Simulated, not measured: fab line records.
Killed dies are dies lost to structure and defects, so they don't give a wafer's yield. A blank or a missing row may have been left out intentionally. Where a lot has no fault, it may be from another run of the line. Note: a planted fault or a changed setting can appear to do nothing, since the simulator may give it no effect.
fab line records	flow berkeley_cmos170	part 1 of 2: steps 1 to 30 of 41
record lots=5	wafers=15	last_day=12
route steps=331 shown NWELL@32 PWELL@34 WELLDRIVE@55 ACTIVE@60
lots with no fault: from the same line, run without faults
start_h: the number of hours between the record's first day and the start of the first shown wafer of the lot	wait_h: time in hours since the lot's previous step	" repeats the value in the row above	L1.1+2: a row that stands for several wafers	- no value present, or no start provided	* or withheld: withheld	< > ~ a bound
route shown NAME@n: a module of which the file shows steps, and the number in the route of the first	usual: the fault-free wafers' mean and standard deviation	same: alike in all rows	chamber/n: place in a boat	sites: each site's reading	_std_site: the standard deviation of these	_edge_site: mean of outer sites minus mean of inner sites	radius_mm: how far each site lies from the wafer's centre	mask NAME#n: copy n	behind: the last tool/chamber to shape the wafer	hold: why the lot was held/for how many hours/how that ended	device: whichever transistor did not switch (one of n, p or np)	end of line: the same wafers' tests at the end of the route	a step with no rows: only its recipe	killed: dies lost to structure and defects at the first sort, not the wafer's yield	map: the dies of a wafer, with x for killed, . for not killed, _ for no die there
set.NAME: the setting that was run; set.NAME@STEP: the one run at that earlier step	model.NAME: the simulator's own value behind a step, which no gauge read
lots at selected steps of the route; one table per step, one row per wafer
services: the hour from which a tool's chamber was out of use, counted from the record's first day as start_h (under 0 if before that day), plus the number of hours and why
## steps
# step UCB170_NWELL_WET_ETCH_18
# recipe chemistry=H3PO4	target=Si3N4	temp_c=160	time_s=14400
lot.wafer	tool	chamber	start_h	wait_h
L076.3+4+6	wet_bench-01	3	55.20	0.0
L080.2+3+4	wet_bench-01	1	68.51	0.0
L082.1+5+6	wet_bench-02	2	80.04	0.1
L097.1+4+5	wet_bench-01	3	149.18	0.0
L096.1+2+6	wet_bench-02	1	150.69	0.0
# step UCB170_NWELL_WET_ETCH_19
# recipe chemistry=BOE	dilution=5:1	target=SiO2	temp_c=25	time_s=22
lot.wafer	tool	chamber	start_h	wait_h
L076.3+4+6	wet_bench-01	2	59.38	0.2
L080.2+3+4	wet_bench-04	0	72.52	0.0
L082.1+5+6	wet_bench-02	3	84.41	0.0
L097.1+4+5	wet_bench-01	2	153.71	0.5
L096.1+2+6	wet_bench-04	1	156.36	1.7
# step UCB170_PWELL_CLEAN_00
# recipe chemistry=SPM	temp_c=120	time_s=600
lot.wafer	tool	chamber	start_h	wait_h
L076.3+4+6	wet_bench-02	3	59.44	0.0
L080.2+3+4	wet_bench-01	1	72.53	0.0
L082.1+5+6	wet_bench-02	3	84.62	0.2
L097.1+4+5	wet_bench-04	2	156.15	2.4
L096.1+2+6	wet_bench-04	3	156.47	0.1
# step UCB170_PWELL_CLEAN_01
# recipe chemistry=dHF	dilution=25:1	time_s=60
lot.wafer	tool	chamber	start_h	wait_h
L076.3+4+6	wet_bench-04	2	60.23	0.6
L080.2+3+4	wet_bench-04	2	72.71	0.0
L082.1+5+6	wet_bench-02	2	84.81	0.0
L097.1+4+5	wet_bench-04	3	156.44	0.1
L096.1+2+6	wet_bench-04	3	157.10	0.4
# step UCB170_PWELL_OXIDATION_02
# recipe temp_c=1000	ambient=O2	target_thk_a=264	ox_time_s=1260
# usual ox_temp_c_max=1006.2/1.7	zone_power_load_pct=35/4.3	zone_power_source_pct=31.0/2.1
# same ox_time_s=1260
lot.wafer	tool	chamber	start_h	wait_h	ox_temp_c_max	zone_power_load_pct	zone_power_source_pct
L076.3	furnace-04	0	64.19	3.9	1007.6	29	33.6
L076.4	"	0	"	"	1007.3	30	33.8
L076.6	"	0	"	"	1005.9	30	34.1
L080.2	furnace-02	0	76.09	3.4	1004.5	39	29.4
L080.3	"	0	"	"	1006.0	39	29.8
L080.4	"	0	"	"	1005.1	39	29.8
L082.1	furnace-04	0	87.71	2.9	1007.2	30	34.0
L082.5	"	0	"	"	1006.1	30	33.9
L082.6	"	0	"	"	1005.8	30	34.5
L096.1	furnace-04	0	159.99	2.9	1008.3	30	34.4
L096.2	"	0	"	"	1007.7	30	33.5
L096.6	"	0	"	"	1006.3	30	34.5
L097.1	furnace-04	0	159.99	3.5	1005.7	30	34.4
L097.4	"	0	"	"	1006.4	30	34.5
L097.5	"	0	"	"	1006.6	30	34.3
# step UCB170_PWELL_THK_MEAS_03
# recipe reads=SiO2_of_PWELL_OXIDATION_02
# usual PWELL_OXIDE_THK=26.6/0.58
lot.wafer	tool	chamber	start_h	wait_h	PWELL_OXIDE_THK[nm]
L076.3	film_metro-03	-	65.56	0.0	25.8
L076.4	"	-	"	"	26.1
L076.6	"	-	"	"	25.8
L080.2	film_metro-02	-	77.45	0.0	26.9
L080.3	"	-	"	"	27.1
L080.4	"	-	"	"	26.9
L082.1	film_metro-01	-	89.06	0.0	26.6
L082.5	"	-	"	"	26.5
L082.6	"	-	"	"	26.4
L096.1	film_metro-01	-	161.34	0.0	26.6
L096.2	"	-	"	"	26.0
L096.6	"	-	"	"	26.5
L097.1	film_metro-02	-	161.34	0.0	26.2
L097.4	"	-	"	"	26.9
L097.5	"	-	"	"	26.8
# step UCB170_PWELL_ANNEAL_04
# recipe temp_c=1000	time_s=900	ambient=N2
# usual zone_power_load_pct=35/4.3	zone_power_source_pct=31.1/2.1
lot.wafer	tool	chamber	start_h	wait_h	zone_power_load_pct	zone_power_source_pct
L076.3	furnace-02	0	69.34	3.8	39	29.5
L076.4	"	0	"	"	39	29.6
L076.6	"	0	"	"	40	29.2
L080.2	furnace-01	0	80.65	3.2	33	31.8
L080.3	"	0	"	"	32	31.0
L080.4	"	0	"	"	32	31.3
L082.1	furnace-02	0	92.46	3.4	39	29.9
L082.5	"	0	"	"	39	29.3
L082.6	"	0	"	"	40	29.7
L096.1	furnace-01	0	165.23	3.9	32	31.2
L096.2	"	0	"	"	33	30.8
L096.6	"	0	"	"	33	30.6
L097.1	furnace-01	0	165.23	3.9	33	30.6
L097.4	"	0	"	"	32	31.2
L097.5	"	0	"	"	32	31.2
# step UCB170_PWELL_CVD_05
# recipe material=Si3N4	target_thk_nm=220	temp_c=800	precursor=SiH2Cl2/NH3	time_s=3300	pressure_mtorr=200	sih2cl2_flow_sccm=25	nh3_flow_sccm=75
# usual zone_power_load_pct=21.2/1.3	zone_power_source_pct=21.1/2.1
lot.wafer	tool	chamber	start_h	wait_h	zone_power_load_pct	zone_power_source_pct
L076.3	lpcvd-02	1	71.98	1.4	20.7	18.1
L076.4	"	1	"	"	20.7	18.4
L076.6	"	1	"	"	20.8	18.5
L080.2	lpcvd-01	0	81.90	0.0	20.3	22.4
L080.3	"	0	"	"	20.4	22.1
L080.4	"	0	"	"	20.2	22.1
L082.1	lpcvd-01	0	93.71	0.0	20.4	22.4
L082.5	"	0	"	"	20.6	21.8
L082.6	"	0	"	"	20.7	22.3
L096.1	lpcvd-01	0	166.48	0.0	20.5	22.4
L096.2	"	0	"	"	20.2	21.8
L096.6	"	0	"	"	20.2	21.9
L097.1	lpcvd-01	1	166.48	0.0	21.7	23.8
L097.4	"	1	"	"	21.6	24.1
L097.5	"	1	"	"	21.5	23.9
# step UCB170_PWELL_THK_MEAS_06
# recipe reads=Si3N4_of_PWELL_CVD_05
# usual PWELL_NITRIDE_THK=220.6/1.6
lot.wafer	tool	chamber	start_h	wait_h	PWELL_NITRIDE_THK[nm]
L076.3	film_metro-02	-	73.92	0.0	220.8
L076.4	"	-	"	"	220.3
L076.6	"	-	"	"	220.8
L080.2	film_metro-01	-	84.91	0.1	222.7
L080.3	"	-	"	"	222.8
L080.4	"	-	"	"	222.8
L082.1	film_metro-01	-	96.58	0.0	220.9
L082.5	"	-	"	"	219.4
L082.6	"	-	"	"	221.1
L096.1	film_metro-02	-	169.35	0.0	221.8
L096.2	"	-	"	"	220.5
L096.6	"	-	"	"	219.7
L097.1	film_metro-03	-	169.36	0.0	219.1
L097.4	"	-	"	"	219.7
L097.5	"	-	"	"	219.3
# step UCB170_PWELL_HMDS_07
# recipe prime_time_s=60	prime_temp_c=100
lot.wafer	tool	chamber	start_h	wait_h
L076.3+4+6	litho_track-04	0	74.11	0.2
L080.2+3+4	litho_track-04	0	85.61	0.7
L082.1+5+6	litho_track-01	0	96.64	0.1
L096.1+2+6	litho_track-01	0	169.41	0.1
L097.1+4+5	litho_track-02	0	169.81	0.4
# step UCB170_PWELL_COAT_08
# recipe resist=KrF	spin_rpm=1500	resist_thk_nm=900
lot.wafer	tool	chamber	start_h	wait_h
L076.3+4+6	litho_track-04	0	74.26	0.1
L080.2+3+4	litho_track-04	0	85.76	0.1
L082.1+5+6	litho_track-01	0	96.79	0.1
L096.1+2+6	litho_track-01	0	169.56	0.1
L097.1+4+5	litho_track-02	0	169.96	0.1
# step UCB170_PWELL_SOFTBAKE_09
# recipe resist=KrF	temp_c=130	time_s=60
lot.wafer	tool	chamber	start_h	wait_h
L076.3+4+6	litho_track-04	0	74.41	0.1
L080.2+3+4	litho_track-04	0	85.91	0.1
L082.1+5+6	litho_track-01	0	96.94	0.1
L096.1+2+6	litho_track-01	0	169.71	0.1
L097.1+4+5	litho_track-02	0	170.11	0.1
# step UCB170_PWELL_EXPOSE_10
# recipe mask_id=PWELL	target_cd_nm=3000	na=0.5	sigma_outer=0.6	source_shape=conventional	dose_mj=19
# usual exposure_dose_mJ_cm2=18.998/0.02
lot.wafer	tool	chamber	start_h	wait_h	mask	exposure_dose_mJ_cm2
L076.3	krf_scanner-01	0	74.69	0.3	PWELL#0	18.964
L076.4	"	0	"	"	PWELL#0	18.963
L076.6	"	0	"	"	PWELL#0	18.993
L080.2	krf_scanner-02	0	86.08	0.1	PWELL#0	19.031
L080.3	"	0	"	"	PWELL#0	19.003
L080.4	"	0	"	"	PWELL#0	18.987
L082.1	krf_scanner-01	0	97.22	0.2	PWELL#0	18.969
L082.5	"	0	"	"	PWELL#0	18.942
L082.6	"	0	"	"	PWELL#0	18.995
L096.1	krf_scanner-01	0	169.99	0.2	PWELL#0	19.013
L096.2	"	0	"	"	PWELL#0	18.989
L096.6	"	0	"	"	PWELL#0	18.993
L097.1	krf_scanner-01	0	170.47	0.3	PWELL#0	18.999
L097.4	"	0	"	"	PWELL#0	18.985
L097.5	"	0	"	"	PWELL#0	19.008
# step UCB170_PWELL_PEB_11
# recipe peb_temp_c=130	peb_time_s=withheld	resist=KrF
lot.wafer	tool	chamber	start_h	wait_h
L076.3+4+6	litho_track-02	0	74.82	0.1
L080.2+3+4	litho_track-01	0	86.96	0.9
L082.1+5+6	litho_track-01	0	97.33	0.1
L096.1+2+6	litho_track-01	0	170.10	0.1
L097.1+4+5	litho_track-04	0	170.59	0.1
# step UCB170_PWELL_DEVELOP_12
# recipe developer=TMAH	develop_time_s=45	resist=KrF	dev_temp_c=21
# usual developer_temp_C=21.01/0.1
lot.wafer	tool	chamber	start_h	wait_h	developer_temp_C
L076.3	litho_track-02	0	-	-	21.06
L076.4	"	0	"	"	20.94
L076.6	"	0	"	"	21.07
L080.2	litho_track-01	0	-	-	20.97
L080.3	"	0	"	"	21.02
L080.4	"	0	"	"	21.09
L082.1	litho_track-01	0	-	-	20.98
L082.5	"	0	"	"	20.90
L082.6	"	0	"	"	20.97
L096.1	litho_track-01	0	-	-	20.88
L096.2	"	0	"	"	20.97
L096.6	"	0	"	"	20.87
L097.1	litho_track-04	0	-	-	20.86
L097.4	"	0	"	"	21.08
L097.5	"	0	"	"	20.92
# step UCB170_PWELL_OVL_MEAS_13
# usual PWELL_OVL=1/4.8
lot.wafer	tool	chamber	start_h	wait_h	PWELL_OVL[nm]
L076.3	overlay-02	-	75.06	-	3
L076.4	"	-	"	"	4
L076.6	"	-	"	"	9
L080.2	overlay-02	-	87.22	-	2
L080.3	"	-	"	"	1
L080.4	"	-	"	"	0
L082.1	overlay-01	-	97.61	-	3
L082.5	"	-	"	"	-1
L082.6	"	-	"	"	0
L096.1	overlay-02	-	170.38	-	9
L096.2	"	-	"	"	4
L096.6	"	-	"	"	10
L097.1	overlay-01	-	170.86	-	-2
L097.4	"	-	"	"	-13
L097.5	"	-	"	"	-2
# step UCB170_PWELL_ETCH_14
# recipe chemistry=CH3F/Ar/O2	target=Si3N4	stop_on=SiO2	CH3F_flow_sccm=20	Ar_flow_sccm=50	O2_flow_sccm=7	pressure_mtorr=50	rf_w=450	target_depth_a=2420	over_etch_frac=0.1	time_s=151
# usual drypump_motor_current_A=5.5/0.42	oes_product_au=0.937/0.013	throttle_valve_pct=8.04/0.14
lot.wafer	tool	chamber	start_h	wait_h	drypump_motor_current_A	oes_product_au	rf_hours_counter_h	throttle_valve_pct
L076.3	rie_diel-02	1	75.08	0.0	5.6	0.942	140	8.07
L076.4	"	0	"	"	5.5	0.953	60	8.11
L076.6	"	2	"	"	5.4	0.943	-	7.98
L080.2	rie_diel-01	0	87.25	0.0	6.2	0.948	93	7.91
L080.3	"	3	"	"	6.2	0.958	48	8.09
L080.4	"	1	"	"	5.2	0.939	20	7.89
L082.1	rie_diel-01	2	97.64	0.0	5.4	0.937	9	8.26
L082.5	"	3	"	"	6.2	0.950	-	8.11
L082.6	"	2	"	"	5.4	0.942	-	8.26
L096.1	rie_diel-01	2	170.41	0.0	5.4	0.938	12	8.26
L096.2	"	3	"	"	6.2	0.958	52	8.09
L096.6	"	0	"	"	6.2	0.947	-	7.91
L097.1	rie_diel-04	0	170.90	0.0	5.2	0.929	29	8.10
L097.4	"	3	"	"	5.3	0.944	110	8.15
L097.5	"	1	"	"	4.8	0.927	-	7.83
# step UCB170_PWELL_IMPLANT_15
# recipe species=B	dose_cm2=5e+12	energy_kev=60	tilt_deg=7
# usual beam_on_s=9.96/0.21	dose_ions_cm2=5e+12/6.2e+09
lot.wafer	tool	chamber	start_h	wait_h	beam_on_s	dose_ions_cm2
L076.3	implanter-03	0	75.23	0.1	9.68	5.001e+12
L076.4	"	0	"	"	9.79	5.011e+12
L076.6	"	0	"	"	9.93	5.001e+12
L080.2	implanter-01	0	87.37	0.1	9.98	4.996e+12
L080.3	"	0	"	"	9.77	5.008e+12
L080.4	"	0	"	"	10.20	5.002e+12
L082.1	implanter-03	0	97.74	0.1	9.80	5.003e+12
L082.5	"	0	"	"	9.71	5.005e+12
L082.6	"	0	"	"	10.00	5.011e+12
L096.1	implanter-02	0	170.51	0.1	9.74	5.008e+12
L096.2	"	0	"	"	9.67	5.007e+12
L096.6	"	0	"	"	10.20	5.007e+12
L097.1	implanter-02	0	171.00	0.1	9.94	5.001e+12
L097.4	"	0	"	"	9.81	5.006e+12
L097.5	"	0	"	"	9.50	5.006e+12
# step UCB170_PWELL_STRIP_16
# recipe chemistry=O2	power_w=400	pressure_mtorr=3500	platen_temp_c=withheld	o2_flow_sccm=400	overash_fraction=0.5
# usual drypump_motor_current_A=5.6/0.53	o2_flow_sccm=400.0/1.2	oes_product_au=0.720/0.0046	strip_time_to_endpoint_s=18.13/0.079
# same overash_fraction=0.5
lot.wafer	tool	chamber	start_h	wait_h	drypump_motor_current_A	o2_flow_sccm	oes_product_au	rf_hours_counter_h	strip_time_to_endpoint_s
L076.3	plasma_asher-01	1	75.36	0.1	5.7	400.8	0.715	-	18.22
L076.4	"	0	"	"	5.1	400.5	0.720	-	18.17
L076.6	"	0	"	"	5.1	400.0	0.722	-	18.10
L080.2	plasma_asher-04	1	87.50	0.1	4.8	398.3	0.716	34	18.05
L080.3	"	1	"	"	4.8	400.0	0.717	-	17.97
L080.4	"	0	"	"	6.0	400.9	0.715	-	18.08
L082.1	plasma_asher-03	0	97.89	0.1	5.7	399.8	0.716	37	18.10
L082.5	"	1	"	"	6.5	398.4	0.720	-	18.05
L082.6	"	0	"	"	5.7	398.7	0.720	-	18.20
L096.1	plasma_asher-01	1	170.66	0.1	5.7	400.9	0.713	44	18.21
L096.2	"	0	"	"	5.0	401.4	0.724	44	18.08
L096.6	"	1	"	"	5.7	399.7	0.717	-	18.09
L097.1	plasma_asher-01	1	171.15	0.1	5.7	400.9	0.721	44	18.06
L097.4	"	0	"	"	5.1	400.0	0.718	-	18.07
L097.5	"	0	"	"	5.1	399.7	0.722	-	18.04
# step UCB170_PWELL_TW_MEAS_17
# usual PWELL_TW=375.6/3
lot.wafer	tool	chamber	start_h	wait_h	PWELL_TW
L076.3	film_metro-02	-	75.45	0.1	373.3
L076.4	"	-	"	"	371.5
L076.6	"	-	"	"	373.2
L080.2	film_metro-03	-	87.61	0.1	375.7
L080.3	"	-	"	"	377.9
L080.4	"	-	"	"	376.5
L082.1	film_metro-03	-	97.99	0.1	376.4
L082.5	"	-	"	"	379.3
L082.6	"	-	"	"	378.9
L096.1	film_metro-01	-	170.76	0.1	379.1
L096.2	"	-	"	"	378.1
L096.6	"	-	"	"	376.8
L097.1	film_metro-02	-	171.25	0.1	371.4
L097.4	"	-	"	"	370.3
L097.5	"	-	"	"	371.8
# step UCB170_PWELL_CLEAN_18
# recipe chemistry=SPM	temp_c=120	time_s=600
lot.wafer	tool	chamber	start_h	wait_h
L076.3+4+6	wet_bench-01	0	75.49	0.0
L080.2+3+4	wet_bench-01	0	88.39	0.8
L082.1+5+6	wet_bench-01	3	98.05	0.1
L096.1+2+6	wet_bench-01	3	170.82	0.1
L097.1+4+5	wet_bench-02	1	171.31	0.1
# step UCB170_PWELL_WET_ETCH_19
# recipe chemistry=H3PO4	target=Si3N4	temp_c=160	time_s=14400
lot.wafer	tool	chamber	start_h	wait_h
L076.3+4+6	wet_bench-01	0	75.66	0.0
L080.2+3+4	wet_bench-01	2	88.74	0.2
L082.1+5+6	wet_bench-04	1	98.25	0.0
L096.1+2+6	wet_bench-04	0	171.00	0.0
L097.1+4+5	wet_bench-02	1	171.66	0.2
# step UCB170_PWELL_WET_ETCH_20
# recipe chemistry=BOE	dilution=5:1	target=SiO2	temp_c=25	time_s=22
lot.wafer	tool	chamber	start_h	wait_h
L076.3+4+6	wet_bench-02	1	80.02	0.3
L080.2+3+4	wet_bench-04	0	92.75	0.0
L082.1+5+6	wet_bench-02	3	102.25	0.0
L096.1+2+6	wet_bench-04	1	175.49	0.5
L097.1+4+5	wet_bench-01	1	175.82	0.2
# step UCB170_WELLDRIVE_CLEAN_00
# recipe chemistry=SPM	temp_c=120	time_s=600
lot.wafer	tool	chamber	start_h	wait_h
L076.3+4+6	wet_bench-01	1	80.09	0.0
L080.2+3+4	wet_bench-02	0	92.76	0.0
L082.1+5+6	wet_bench-01	3	102.27	0.0
L096.1+2+6	wet_bench-01	0	175.63	0.1
L097.1+4+5	wet_bench-01	1	175.84	0.0
# step UCB170_WELLDRIVE_OXIDATION_01
# recipe temp_c=1100	ambient=O2	target_thk_a=1990	ox_time_s=9311
# usual ox_temp_c_max=1107.3/2.4	zone_power_load_pct=43/5.3	zone_power_source_pct=39.8/2.6
# same ox_time_s=9311
lot.wafer	tool	chamber	start_h	wait_h	ox_temp_c_max	zone_power_load_pct	zone_power_source_pct
L076.3	furnace-02	0	83.19	2.9	1104.6	50	37.1
L076.4	"	0	"	"	1107.0	51	36.7
L076.6	"	0	"	"	1104.5	50	37.2
L080.2	furnace-02	0	99.56	6.6	1105.0	50	37.3
L080.3	"	0	"	"	1104.2	50	37.3
L080.4	"	0	"	"	1106.3	50	37.1
L082.1	furnace-04	0	108.52	6.1	1106.0	38	43.4
L082.5	"	0	"	"	1105.8	38	43.4
L082.6	"	0	"	"	1106.8	39	43.4
L096.1	furnace-04	0	179.64	3.8	1105.0	37	43.3
L096.2	"	0	"	"	1105.6	38	43.3
L096.6	"	0	"	"	1105.3	38	42.9
L097.1	furnace-04	0	179.64	3.6	1106.6	38	43.5
L097.4	"	0	"	"	1108.4	38	43.2
L097.5	"	0	"	"	1107.4	38	43.1
# step UCB170_WELLDRIVE_THK_MEAS_02
# recipe reads=SiO2_of_WELLDRIVE_OXIDATION_01
# usual WELLDRIVE_OXIDE_THK=204/4.2
lot.wafer	tool	chamber	start_h	wait_h	WELLDRIVE_OXIDE_THK[nm]
L076.3	film_metro-03	-	86.71	0.0	207
L076.4	"	-	"	"	207
L076.6	"	-	"	"	209
L080.2	film_metro-04	-	103.07	0.0	208
L080.3	"	-	"	"	205
L080.4	"	-	"	"	206
L082.1	film_metro-03	-	112.02	0.0	202
L082.5	"	-	"	"	202
L082.6	"	-	"	"	203
L096.1	film_metro-04	-	183.14	0.0	206
L096.2	"	-	"	"	206
L096.6	"	-	"	"	209
L097.1	film_metro-01	-	183.17	0.0	207
L097.4	"	-	"	"	206
L097.5	"	-	"	"	207
# step UCB170_WELLDRIVE_ANNEAL_03
# recipe temp_c=1100	time_s=900	ambient=N2
# usual zone_power_load_pct=43/4.9	zone_power_source_pct=39.5/2.4
lot.wafer	tool	chamber	start_h	wait_h	zone_power_load_pct	zone_power_source_pct
L076.3	furnace-04	0	90.56	3.8	38	42.8
L076.4	"	0	"	"	38	42.9
L076.6	"	0	"	"	38	43.4
L080.2	furnace-02	0	108.56	5.5	50	37.7
L080.3	"	0	"	"	50	37.2
L080.4	"	0	"	"	50	37.2
L082.1	furnace-02	0	117.01	5.0	50	37.3
L082.5	"	0	"	"	49	37.4
L082.6	"	0	"	"	50	36.8
L096.1	furnace-02	0	187.03	3.9	50	37.1
L096.2	"	0	"	"	50	37.5
L096.6	"	0	"	"	50	37.0
L097.1	furnace-02	0	187.03	3.9	49	36.6
L097.4	"	0	"	"	50	37.0
L097.5	"	0	"	"	50	36.3
# step UCB170_WELLDRIVE_WET_ETCH_04
# recipe chemistry=BOE	dilution=5:1	target=SiO2	temp_c=25	time_s=120
lot.wafer	tool	chamber	start_h	wait_h
L076.3+4+6	wet_bench-02	3	91.81	0.0
L080.2+3+4	wet_bench-01	2	110.89	1.1
L082.1+5+6	wet_bench-02	1	118.26	0.0
L096.1+2+6	wet_bench-01	3	188.28	0.0
L097.1+4+5	wet_bench-01	0	188.28	0.0
# step UCB170_ACTIVE_CLEAN_00
# recipe chemistry=SPM	temp_c=120	time_s=600
lot.wafer	tool	chamber	start_h	wait_h
L076.3+4+6	wet_bench-02	0	91.85	0.0
L080.2+3+4	wet_bench-02	1	111.01	0.1
L082.1+5+6	wet_bench-02	1	118.30	0.0
L096.1+2+6	wet_bench-01	1	188.32	0.0
L097.1+4+5	wet_bench-01	2	188.32	0.0
# step UCB170_ACTIVE_CLEAN_01
# recipe chemistry=dHF	dilution=25:1	time_s=60
lot.wafer	tool	chamber	start_h	wait_h
L076.3+4+6	wet_bench-02	1	92.04	0.0
L080.2+3+4	wet_bench-02	0	111.22	0.0
L082.1+5+6	wet_bench-02	3	118.49	0.0
L096.1+2+6	wet_bench-01	1	188.50	0.0
L097.1+4+5	wet_bench-01	3	188.50	0.0
